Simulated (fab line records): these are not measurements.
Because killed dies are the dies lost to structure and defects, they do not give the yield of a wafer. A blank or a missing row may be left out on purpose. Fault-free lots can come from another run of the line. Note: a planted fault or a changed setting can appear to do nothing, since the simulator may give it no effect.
fab line records -- flow rit_cmos
record: lots: 5, wafers: 15, last_day: 7
route steps=202 shown CONTACT@178 M1@184
lots that met no fault: from a run of the same line without faults
start_h: the number of hours between the record's first day and the start of the first shown wafer of the lot -- wait_h: time in hours since the lot's previous step -- " unchanged from the row above -- L1.1+2: a row that stands for several wafers -- - value missing, or start not given -- * or withheld: withheld -- < > ~ a bound
route shown NAME@n: NAME is a module with steps in the file, n the number in the route of the first one -- usual: the fault-free wafers' mean and standard deviation -- same: alike in all rows -- chamber/n: place in a boat -- sites: the reading at each site -- _std_site: the values' standard deviation -- _edge_site: outer sites' mean less inner sites' -- radius_mm: how far each site lies from the wafer's centre -- mask NAME#n: copy n -- behind: the tool/chamber that last shaped the wafer -- hold: cause of the lot's hold/its duration in hours/its outcome -- device: whichever transistor did not switch (one of n, p or np) -- end of line: the tests these same wafers got at the end of their route -- a step with no rows: only its recipe -- killed: the dies lost at the first sort to structure and to defects; this is not the yield of the wafer -- map: per-die view of a wafer (x killed, . not killed, _ where there is no die)
set.NAME: the run value of the setting; set.NAME@STEP: its run value at that earlier step -- model.NAME: the simulator's own value behind a step, which no gauge read
a table for each step, a row for each wafer; lots at some steps of the route
services: a tool's chamber out of use, with start hour (start_h, from the record's first day; less than 0 if before it), hours out, and reason
== steps ==
step: RIT_CONTACT_HARDBAKE_10
recipe: resist: NOVOLAK, temp_c: 140, time_s: 60
step: RIT_CONTACT_ETCH_11
recipe: target_depth_a: 4800, over_etch_frac: 0.2, stop_on: TiSi2, chemistry: CHF3/CF4/Ar, target: SiO2, CHF3_flow_sccm: 50, cf4_flow_sccm: 10, Ar_flow_sccm: 100, O2_flow_sccm: 5, pressure_mtorr: 100, rf_w: 200, time_s: 320
usual: drypump_motor_current_A: 5.7/0.37, oes_product_au: 0.985/0.017, throttle_valve_pct: 8.90/0.11
lot.wafer,tool,chamber,start_h,wait_h,drypump_motor_current_A,oes_product_au,rf_hours_counter_h,throttle_valve_pct
L286.2,rie_diel-03,0,59.11,0.1,5.7,0.997,3,9.01
L286.3,rie_diel-03,2,59.11,0.1,5.2,0.987,10,8.84
L286.5,rie_diel-03,2,59.11,0.1,5.2,0.988,-,8.83
L294.1,rie_diel-01,2,99.50,0.1,6.1,1.023,73,9.09
L294.2,rie_diel-01,3,99.50,0.1,5.7,0.988,32,8.87
L294.5,rie_diel-01,0,99.50,0.1,5.6,0.988,-,9.04
L296.1,rie_diel-03,1,107.04,0.1,6.0,0.961,8,8.81
L296.2,rie_diel-03,0,107.04,0.1,5.7,0.991,4,9.00
L296.3,rie_diel-03,3,107.04,0.1,5.2,0.960,128,9.03
L306.1,rie_diel-02,0,159.29,0.1,5.9,0.992,62,8.88
L306.3,rie_diel-02,1,159.29,0.1,5.7,0.992,31,9.00
L306.6,rie_diel-02,0,159.29,0.1,5.9,0.980,-,8.91
L308.1,rie_diel-01,2,169.57,0.1,6.1,1.016,75,9.08
L308.5,rie_diel-01,1,169.57,0.1,5.2,0.991,-,8.80
L308.6,rie_diel-01,0,169.57,0.1,5.6,0.995,-,9.03
step: RIT_CONTACT_STRIP_12
recipe: chemistry: O2, time_s: 180, resist: NOVOLAK, platen_temp_c: withheld, power_w: 500, pressure_mtorr: 4000, o2_flow_sccm: 4000
usual: drypump_motor_current_A: 5.5/0.48
lot.wafer,tool,chamber,start_h,wait_h,drypump_motor_current_A,rf_hours_counter_h
L286.2,plasma_asher-04,0,59.31,0.1,5.2,30
L286.3,plasma_asher-04,0,59.31,0.1,5.2,-
L286.5,plasma_asher-04,0,59.31,0.1,5.2,-
L294.1,plasma_asher-03,0,99.69,0.1,5.2,48
L294.2,plasma_asher-03,1,99.69,0.1,6.1,48
L294.5,plasma_asher-03,1,99.69,0.1,6.1,-
L296.1,plasma_asher-04,1,107.24,0.1,5.6,35
L296.2,plasma_asher-04,0,107.24,0.1,5.2,35
L296.3,plasma_asher-04,0,107.24,0.1,5.2,-
L306.1,plasma_asher-04,1,159.48,0.1,5.6,41
L306.3,plasma_asher-04,1,159.48,0.1,5.6,-
L306.6,plasma_asher-04,1,159.48,0.1,5.6,-
L308.1,plasma_asher-03,1,169.77,0.1,6.0,56
L308.5,plasma_asher-03,1,169.77,0.1,6.0,-
L308.6,plasma_asher-03,0,169.77,0.1,5.1,-
step: RIT_CONTACT_CD_MEAS_90
recipe: target_cd_nm: 1000
usual: cd_nm: 1000.4/1.9
lot.wafer,tool,chamber,start_h,wait_h,cd_nm
L286.2,cd_sem-02,-,59.50,0.1,999.9
L286.3,cd_sem-02,-,59.50,0.1,997.9
L286.5,cd_sem-02,-,59.50,0.1,997.4
L294.1,cd_sem-01,-,99.86,0.1,1000.5
L294.2,cd_sem-01,-,99.86,0.1,1002.1
L294.5,cd_sem-01,-,99.86,0.1,1000.3
L296.1,cd_sem-02,-,107.41,0.1,999.7
L296.2,cd_sem-02,-,107.41,0.1,1002.7
L296.3,cd_sem-02,-,107.41,0.1,999.6
L306.1,cd_sem-01,-,159.66,0.1,997.5
L306.3,cd_sem-01,-,159.66,0.1,997.4
L306.6,cd_sem-01,-,159.66,0.1,998.3
L308.1,cd_sem-01,-,169.94,0.1,1001.1
L308.5,cd_sem-01,-,169.94,0.1,1002.0
L308.6,cd_sem-01,-,169.94,0.1,999.7
step: RIT_CONTACT_CLEAN_13
recipe: chemistry: SC1, mix: 3:3:50, time_s: 600, temp_c: 75
step: RIT_CONTACT_CLEAN_14
recipe: chemistry: SC2, mix: 3:3:50, time_s: 600, temp_c: 75, dry: n2_spin
step: RIT_M1_SPUTTER_00
recipe: material: Al, target_thk_nm: 400, power_w: 2000, chamber_pressure_pa: 0.4, gas: Ar, time_s: 500, substrate_temp_c: 25
usual: throttle_valve_pct: 30.4/0.61
lot.wafer,tool,chamber,start_h,wait_h,throttle_valve_pct
L286.2,pvd_sputter-04,-,59.95,0.0,31.1
L286.3,pvd_sputter-04,-,59.95,0.0,29.2
L286.5,pvd_sputter-04,-,59.95,0.0,30.7
L294.1,pvd_sputter-01,-,100.33,0.0,30.6
L294.2,pvd_sputter-01,-,100.33,0.0,29.1
L294.5,pvd_sputter-01,-,100.33,0.0,30.4
L296.1,pvd_sputter-04,-,107.88,0.0,30.9
L296.2,pvd_sputter-04,-,107.88,0.0,29.2
L296.3,pvd_sputter-04,-,107.88,0.0,30.4
L306.1,pvd_sputter-01,-,160.14,0.0,30.8
L306.3,pvd_sputter-01,-,160.14,0.0,29.2
L306.6,pvd_sputter-01,-,160.14,0.0,31.0
L308.1,pvd_sputter-01,-,170.43,0.0,30.3
L308.5,pvd_sputter-01,-,170.43,0.0,30.7
L308.6,pvd_sputter-01,-,170.43,0.0,30.5
step: RIT_M1_RS_MEAS_01
recipe: thk_meas_gauge: four-point-probe, reads: Al_of_M1_SPUTTER_00
usual: M1_AL_RS: 0.0734/0.00091
lot.wafer,tool,chamber,start_h,wait_h,M1_AL_RS[ohm/sq]
L286.2,film_metro-03,-,60.27,0.2,0.0739
L286.3,film_metro-03,-,60.27,0.2,0.0738
L286.5,film_metro-03,-,60.27,0.2,0.0741
L294.1,film_metro-02,-,100.63,0.1,0.0734
L294.2,film_metro-02,-,100.63,0.1,0.0736
L294.5,film_metro-02,-,100.63,0.1,0.0732
L296.1,film_metro-02,-,108.18,0.1,0.0730
L296.2,film_metro-02,-,108.18,0.1,0.0730
L296.3,film_metro-02,-,108.18,0.1,0.0729
L306.1,film_metro-04,-,160.44,0.1,0.0723
L306.3,film_metro-04,-,160.44,0.1,0.0723
L306.6,film_metro-04,-,160.44,0.1,0.0722
L308.1,film_metro-02,-,170.72,0.1,0.0734
L308.5,film_metro-02,-,170.72,0.1,0.0741
L308.6,film_metro-02,-,170.72,0.1,0.0737
step: RIT_M1_THK_MEAS_02
recipe: thk_meas_gauge: xrf, reads: Al_of_M1_SPUTTER_00
usual: M1_AL_THK: 404/5.5
lot.wafer,tool,chamber,start_h,wait_h,M1_AL_THK[nm]
L286.2,film_metro-03,-,60.38,0.1,399
L286.3,film_metro-03,-,60.38,0.1,401
L286.5,film_metro-03,-,60.38,0.1,399
L294.1,film_metro-02,-,100.75,0.1,402
L294.2,film_metro-02,-,100.75,0.1,405
L294.5,film_metro-02,-,100.75,0.1,407
L296.1,film_metro-02,-,108.30,0.1,408
L296.2,film_metro-02,-,108.30,0.1,407
L296.3,film_metro-02,-,108.30,0.1,409
L306.1,film_metro-04,-,160.56,0.1,412
L306.3,film_metro-04,-,160.56,0.1,411
L306.6,film_metro-04,-,160.56,0.1,411
L308.1,film_metro-02,-,170.84,0.1,406
L308.5,film_metro-02,-,170.84,0.1,401
L308.6,film_metro-02,-,170.84,0.1,404
step: RIT_M1_HMDS_03
recipe: prime_time_s: 60, prime_temp_c: 140
step: RIT_M1_COAT_04
recipe: resist: NOVOLAK, spin_rpm: 2000, resist_thk_nm: 1300
step: RIT_M1_SOFTBAKE_05
recipe: resist: NOVOLAK, temp_c: 89.34, time_s: 60
step: RIT_M1_EXPOSE_06
recipe: mask_id: M12, na: 0.6, source_shape: conventional, sigma_outer: 0.5, target_cd_nm: 2600, dose_mj: 250
lot.wafer,tool,chamber,start_h,wait_h,mask
L286.2+3+5,iline_stepper-02,0,60.90,0.1,M12#0
L294.1+2+5,iline_stepper-01,0,101.38,0.2,M12#0
L296.1+2+3,iline_stepper-02,0,108.81,0.1,M12_R1#0
L306.1+3+6,iline_stepper-02,0,161.07,0.1,M12#0
L308.1+5+6,iline_stepper-01,0,171.48,0.2,M12#0
step: RIT_M1_PEB_07
recipe: resist: NOVOLAK, temp_c: withheld, time_s: withheld
step: RIT_M1_DEVELOP_08
recipe: resist: NOVOLAK, develop_time_s: 68, dev_temp_c: 23
step: RIT_M1_CD_MEAS_09
recipe: target_cd_nm: 2600
usual: cd_nm: 2599.9/2.1
lot.wafer,tool,chamber,start_h,wait_h,hold,cd_nm
L286.2,cd_sem-01,-,61.33,-,-,2601.6
L286.3,cd_sem-01,-,61.33,-,-,2606.4
L286.5,cd_sem-01,-,61.33,-,-,2602.9
L294.1,cd_sem-02,-,101.81,-,-,2598.1
L294.2,cd_sem-02,-,101.81,-,-,2597.8
L294.5,cd_sem-02,-,101.81,-,-,2600.8
L296.1,cd_sem-01,-,109.24,-,await_dispo/0.2h/release,2750.4
L296.2,cd_sem-01,-,109.24,-,await_dispo/0.2h/release,2753.2
L296.3,cd_sem-01,-,109.24,-,await_dispo/0.2h/release,2750.0
L296.1,cd_sem-01,-,109.52,0.3,-,2750.4
L296.2,cd_sem-01,-,109.52,0.3,-,2752.7
L296.3,cd_sem-01,-,109.52,0.3,-,2749.3
L306.1,cd_sem-01,-,161.50,-,-,2596.6
L306.3,cd_sem-01,-,161.50,-,-,2596.1
L306.6,cd_sem-01,-,161.50,-,-,2595.6
L308.1,cd_sem-02,-,171.91,-,-,2597.4
L308.5,cd_sem-02,-,171.91,-,-,2599.0
L308.6,cd_sem-02,-,171.91,-,-,2597.7
step: RIT_M1_PROBE_99
usual: defect_limited_yield: 97.2/1.1, killed_at_front_end: 7.2/2.9, killed_dies: 7.3/2.9, killed_open: 3.6/1.9, killed_short: 3.8/1.9, sort_bin_3_pad_short: 0.1/0.19, sort_bin_5_function: 1.5/0.78, sort_bin_6_memory: 1.2/0.71, sort_n_pass: 256.7/2.9, sort_yield_pct: 97.2/1.1
same: gross_dies: 264, killed_at_M0_to_M3: 0, killed_at_M4_up: 0, killed_at_back_side: 0, killed_at_contacts: 0, killed_at_other: 0
lot.wafer,tool,chamber,start_h,wait_h,defect_limited_yield[%],killed_at_front_end,killed_dies,killed_open,killed_short,sort_bin_3_pad_short[%],sort_bin_5_function[%],sort_bin_6_memory[%],sort_n_pass,sort_yield_pct[%]
L286.2,prober-01,-,66.04,0.1,97.7,6,6,4,2,0,0,2.3,258.0,97.7
L286.3,prober-01,-,66.09,0.2,97.7,6,6,4,2,0,1.1,1.1,258.0,97.7
L286.5,prober-01,-,66.19,0.2,95.8,11,11,7,4,0,2.3,1.9,253.0,95.8
L294.1,prober-02,-,104.64,0.1,97.0,8,8,6,2,0,1.9,1.1,256.0,97.0
L294.2,prober-02,-,104.69,0.1,96.2,10,10,4,6,0.4,0.8,2.7,254.0,96.2
L294.5,prober-02,-,104.84,0.2,97.7,6,6,3,3,0,1.5,0.8,258.0,97.7
L306.1,prober-02,-,166.02,0.1,96.2,10,10,6,4,0,3.0,0.8,254.0,96.2
L306.3,prober-02,-,166.12,0.2,98.1,5,5,4,1,0,0,1.9,259.0,98.1
L306.6,prober-02,-,166.27,0.2,97.3,7,7,2,5,0,1.9,0.8,257.0,97.3
L308.1,prober-02,-,174.74,0.1,96.6,9,9,6,3,0.4,1.5,1.5,255.0,96.6
L308.5,prober-02,-,174.94,0.2,97.0,8,8,2,6,0,1.1,1.9,256.0,97.0
L308.6,prober-02,-,174.99,0.2,97.7,6,6,2,4,0,1.5,0.8,258.0,97.7
killed by level:class
L286.2 GATE:geometric_particle:open=2 FOX1:geometric_particle:short=1 FOX2:geometric_particle:open=1 GATE:geometric_particle:short=1 SPACER:geometric_particle:open=1
L286.3 FOX1:geometric_particle:open=2 FOX2:geometric_particle:short=1 GATE:geometric_particle:short=1 GATE:geometric_particle:open=1 SILICIDE:geometric_particle:open=1
L286.5 GATE:geometric_particle:short=3 GATE:geometric_particle:open=3 SILICIDE:geometric_particle:open=2 FOX1:geometric_particle:open=1 SPACER:geometric_particle:open=1 SPACER:geometric_particle:short=1
L294.1 GATE:geometric_particle:open=2 SPACER:geometric_particle:open=2 SPACER:geometric_particle:short=2 REOX:geometric_particle:open=1 SILICIDE:geometric_particle:open=1
L294.2 FOX2:geometric_particle:short=2 GATE:geometric_particle:open=2 SILICIDE:geometric_particle:short=2 FOX1:geometric_particle:open=1 GATE:geometric_particle:short=1 SPACER:geometric_particle:short=1 SILICIDE:geometric_particle:open=1
L294.5 SPACER:geometric_particle:open=2 GATE:geometric_particle:short=1 REOX:geometric_particle:short=1 SILICIDE:geometric_particle:short=1 SILICIDE:geometric_particle:open=1
L306.1 SPACER:geometric_particle:open=3 FOX1:geometric_particle:open=2 GATE:geometric_particle:short=2 REOX:geometric_particle:short=2 GATE:geometric_particle:open=1
L306.3 FOX2:geometric_particle:open=1 GATE:geometric_particle:short=1 GATE:geometric_particle:open=1 REOX:geometric_particle:open=1 SPACER:geometric_particle:open=1
L306.6 REOX:geometric_particle:short=2 REOX:geometric_particle:open=2 FOX1:geometric_particle:short=1 GATE:geometric_particle:short=1 SILICIDE:geometric_particle:short=1
L308.1 GATE:geometric_particle:open=3 REOX:geometric_particle:open=2 FOX1:geometric_particle:short=1 FOX2:geometric_particle:short=1 FOX2:geometric_particle:open=1 SPACER:geometric_particle:short=1
L308.5 GATE:geometric_particle:short=4 SPACER:geometric_particle:open=1 SPACER:geometric_particle:short=1 SILICIDE:geometric_particle:short=1 SILICIDE:geometric_particle:open=1
L308.6 SILICIDE:geometric_particle:short=2 ACTIVE:geometric_particle:open=1 FOX1:geometric_particle:short=1 GATE:geometric_particle:open=1 GATE:geometric_particle:short=1
== services ==
tool,chamber,start_h,hours,kind
rie_diel-02,2,47.53,3.1,repair
rie_diel-02,0,54.83,2.9,repair
rie_diel-03,1,76.94,5.7,repair
rie_diel-01,2,77.17,2.2,repair
rie_diel-02,1,86.78,10.0,repair
rie_diel-01,2,89.83,1.3,repair
rie_diel-02,3,92.04,7.8,repair
pvd_sputter-04,-,94.50,0.7,repair
rie_diel-03,2,116.15,2.5,repair
rie_diel-03,-,120.86,4.3,pm
iline_stepper-01,-,135.02,2.7,repair
rie_diel-01,0,135.18,18.1,repair
rie_diel-03,3,146.38,4.0,repair
rie_diel-02,0,147.44,1.9,repair
== key ==
first_sign: step: RIT_M1_EXPOSE_06, reading: mask, direction: changed
effect: step: RIT_M1_CD_MEAS_09, reading: visit, direction: added
effect: step: RIT_M1_CD_MEAS_09, reading: cd_nm, direction: up, sigmas: 74, usual: 2599.9, struck: 2751.2
met_at RIT_M1_EXPOSE_06
struck_wafers L296.1,L296.2,L296.3
scrapped_behind RIT_M1_CD_MEAS_09 L296.1,L296.2,L296.3
onset_between 60.90 108.81
fault: kind: wrong_mask, tool: any, chamber: -, onset_h: 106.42, steps: RIT_M1_EXPOSE_06, aux_copy: M12_R1#0, cd_offset_nm: 150, scope: struck_lots_only
